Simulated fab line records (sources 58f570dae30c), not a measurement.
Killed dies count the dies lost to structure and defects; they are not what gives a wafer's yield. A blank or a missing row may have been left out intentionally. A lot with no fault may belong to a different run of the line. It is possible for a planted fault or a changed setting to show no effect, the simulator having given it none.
Which tool did it? -- flow berkeley cmos170 -- Sampling: 7 lots, 21 wafers, 3 of 331 route steps

WHAT THE GAUGES SHOWED, per wafer
UCB170_NWELL_THK_MEAS_02.
lot,measured,on,NWELL_OXIDE_THK (nm)
L189,day 2 17:21,film metro-01,26.1 25.6 25.9
L191,day 3 00:26,film metro-03,26.3 26.1 26.7
L193,day 3 08:08,film metro-04,26.3 26.9 26.5
L197,day 4 06:29,film metro-04,26.1 26.5 25.7
L209,day 6 21:04,film metro-01,26.9 26.8 26.9

WHAT TOOL EACH LOT RAN ON (gives the tool, then ch and the chambers of the sampled wafers, and finally the start)
lot,UCB170_ZERO_ETCH_06,UCB170_ZERO_STRIP_07
L189,"rie diel-02 ch 1,2, day 2 10:50","plasma asher-02 ch 0,1, day 2 10:53"
L191,"rie diel-01 ch 1,3, day 2 19:05","plasma asher-02 ch 0,1, day 2 19:08"
L193,"rie diel-04 ch 1,2, day 3 05:26","plasma asher-02 ch 0,1, day 3 05:29"
L197,"rie diel-02 ch 0,3, day 4 00:34","plasma asher-04 ch 0,1, day 4 00:35"
L199,"rie diel-02 ch 0,1, day 4 10:20","plasma asher-04 ch 0,1, day 4 10:21"
L200,"rie diel-04 ch 0,2,3, day 4 17:19","plasma asher-02 ch 0,1, day 4 17:21"
L209,"rie diel-01 ch 2,3, day 6 13:57","plasma asher-02 ch 0,1, day 6 13:58"
- UCB170_ZERO_ETCH_06: etches SiO2 in CHF3/CF4/Ar, time 12 s.
- UCB170_ZERO_STRIP_07: strips in O2.

THE ANSWER, worked out from the rows above alone
Rule: usual is defined by the lots themselves. Put in order of their means at a reading, lots are off if they are a third of the lots or fewer, leave a main group of 4 or more, and stand apart from it by a gap of 3 or more times the standard deviation of the main group's means; of several such gaps the widest counts. Not used: any main group whose means are identical at the precision the tables above print for the reading. Also off: a lot with no number at a reading for which 4 or more lots have one. The other lots that the step has rows for count as sound.
Across all readings shown, no lot is off: no conclusion can be drawn from this.

WHAT THE SIMULATOR PUT IN
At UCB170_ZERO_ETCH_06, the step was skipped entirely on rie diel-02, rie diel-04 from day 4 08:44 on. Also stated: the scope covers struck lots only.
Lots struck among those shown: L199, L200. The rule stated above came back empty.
